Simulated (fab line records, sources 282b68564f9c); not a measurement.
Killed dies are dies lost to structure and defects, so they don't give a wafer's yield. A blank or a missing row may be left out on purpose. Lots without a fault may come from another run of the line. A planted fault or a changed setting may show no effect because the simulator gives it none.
A struck lot beside a sound one | flow rit_cmos | 36 steps out of a route of 202
Sound: wafers L553.2, L553.3, L553.6. Struck: wafers L559.3, L559.4, L559.5. The cause comes at the end.
At each step with rows: each side's tool, then ch and its chambers, then its first start. Under that, the readings that differ: sound wafers | struck wafers | difference of the means | sigmas: that difference in standard deviations of wafers without a fault.
alike: readings whose means differ by less than 2 such deviations, and words and numbers that are the same on both sides. not compared: withheld readings, readings that some wafer has no value for, bounds like >300 that may hide the same value, and numbers for which the record gives no deviation and whose values overlap.
The two part at a step that has a row with sigmas, a row that says differs or no value, or rows on one side only. Numbers that don't overlap but have no deviation are shown without sigmas and don't part them. A reading that every wafer of one side lacks parts them only if that side has two wafers or more.

first, 9 steps without rows for these wafers: RIT_ACTIVE_DEVELOP_10 (develop time 50 s); RIT_ACTIVE_HARDBAKE_12 (time 60 s); RIT_ACTIVE_ETCH_13 (etches Si3N4 in SF6, stops on SiO2, time 210 s, target depth 210 nm); RIT_ACTIVE_STRIP_14 (strips in O2, time 180 s); RIT_ACTIVE_CLEAN_15 (cleans in SC1, time 600 s); RIT_ACTIVE_CLEAN_16 (cleans in dHF, time 30 s); RIT_ACTIVE_CLEAN_17 (cleans in SC2, time 600 s); RIT_FOX1_OXIDATION_00 (target thk 350.7 nm, ox time 1086 s); RIT_FOX1_WET_ETCH_02 (etches SiO2 in BOE, target depth 350 nm, time 390 s).
RIT_FOX2_OXIDATION_00: target thk 350.7 nm, ox time 1130 s.
  sound on furnace-03 ch 0, day 3 15:38; struck on furnace-03 ch 0, day 5 02:07
  reading                                     | sound                | struck               | difference | sigmas
  spike_tc_centre_C (C)                       | 1102.3 1104.5 1105.6 | 1139.0 1139.6 1140.1 | +35.4      | +27
  spike_tc_load_C (C)                         | 1125.2 1125.8 1124.3 | 1159.6 1160.2 1160.8 | +35.1      | +18
  spike_tc_source_C (C)                       | 1125.6 1125.7 1125.3 | 1162.6 1160.1 1162.5 | +36.2      | +33
  tube_center_temp_C (C)                      | 1100 1099.9 1100.1   | 1135 1134.9 1135.1   | +35        | +99 or more
  tube_center_temp_C_max                      | 1103.4 1102.5 1102.5 | 1137.4 1139.0 1137.2 | +35.1      | +90
  model.SiO2_of_FOX2_OXIDATION_00.thk_nm (nm) | 357.6 355.2 355.8    | 401.8 403.8 396.2    | +44.4      |
RIT_FOX2_THK_MEAS_01:
  sound on film_metro-02, day 3 16:57; struck on film_metro-03, day 5 03:27
  reading             | sound       | struck      | difference | sigmas
  FOX2_OXIDE_THK (nm) | 358 355 356 | 402 404 396 | +44        | +6
then, 2 steps without rows for these wafers: RIT_FOX2_CLEAN_02 (cleans in dHF, time 180 s); RIT_FOX2_WET_ETCH_03 (etches Si3N4 in H3PO4, target depth 195 nm, time 2700 s).
RIT_FOX2_THK_MEAS_90:
  sound on film_metro-02, day 3 17:50; struck on film_metro-04, day 5 04:20
  reading                     | sound       | struck      | difference | sigmas
  FIELD_OXIDE_LEFT_1_THK (nm) | 330 328 328 | 374 376 369 | +44        | +6
then, 19 steps without rows for these wafers: RIT_NWELL_HMDS_00 (prime time 60 s); RIT_NWELL_COAT_01 (resist thk 1300 nm); RIT_NWELL_SOFTBAKE_02 (time 60 s); RIT_NWELL_EXPOSE_03 (exposes mask M2, target cd 43900 nm); RIT_NWELL_PEB_04; RIT_NWELL_DEVELOP_05 (develop time 71.32 s); RIT_NWELL_HARDBAKE_07 (time 120 s); RIT_NWELL_IMPLANT_08; RIT_NWELL_STRIP_09 (strips in O2, time 180 s); RIT_PWELL_HMDS_00 (prime time 60 s); RIT_PWELL_COAT_01 (resist thk 1300 nm); RIT_PWELL_SOFTBAKE_02 (time 60 s); RIT_PWELL_EXPOSE_03 (exposes mask M3, target cd 43700 nm); RIT_PWELL_PEB_04; RIT_PWELL_DEVELOP_05 (develop time 68 s); RIT_PWELL_HARDBAKE_07 (time 120 s); RIT_PWELL_IMPLANT_08; RIT_PWELL_STRIP_09 (strips in O2, time 180 s); RIT_WELLDRIVE_ANNEAL_00 (time 14700 s).
RIT_FOX2_THK_MEAS_91:
  sound on film_metro-03, day 4 06:26; struck on film_metro-02, day 5 18:05
  reading                     | sound       | struck      | difference | sigmas
  FIELD_OXIDE_LEFT_2_THK (nm) | 262 259 260 | 305 307 299 | +43        | +6
RIT_SILICIDE_WET_ETCH_00: etches SiO2 in BOE, target depth 14 nm, time 15 s.
  sound on wet_bench-03 ch 2, day 5 08:00; struck on wet_bench-03 ch 1, day 6 16:50
  reading                                     | sound             | struck            | difference | sigmas
  model.SiO2_of_FOX2_OXIDATION_00.thk_nm (nm) | 157.1 154.2 154.9 | 199.3 202.1 193.7 | +43.0      |
RIT_M1_PROBE_99:
  sound on prober-01, day 5 15:16; struck on prober-01, day 7 00:31
  reading                             | sound             | struck           | difference | sigmas
  model.etest.pldd.width_nm (nm)      | 3105 3124 3141    | 3069 3057 3084   | -53        |
  model.etest.nldd.width_nm (nm)      | 3137 3104 3140    | 3052 3048 3084   | -66        |
  model.etest.nplus_sal.width_nm (nm) | 3411 3412 3407    | 3380 3398 3396   | -19        |
  model.etest.pwell.rs_ohm_sq         | 418.2 417.9 414.9 | 437 435.8 435.9  | +19        |
  model.etest.field_n.vt_v (V)        | 35.59 35.32 35.32 | 40.91 41.2 40.24 | +5.37      |
  alike: killed_at_contacts, killed_at_front_end, killed_dies, killed_open, killed_short
  not compared: model.etest.pplus_sal.width_nm, model.etest.nmos_narrow.drive_ua_um, model.etest.pmos_narrow.drive_ua_um

WHERE THEY PART
First at RIT_FOX2_OXIDATION_00; last, within this record, at RIT_FOX2_THK_MEAS_91. Later steps at which nothing parts them and some readings are alike: RIT_M1_PROBE_99.

WHY: what the simulator had put in
Process parameter drift: furnace-03, from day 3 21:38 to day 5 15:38, at RIT_FOX2_OXIDATION_00. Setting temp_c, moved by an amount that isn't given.
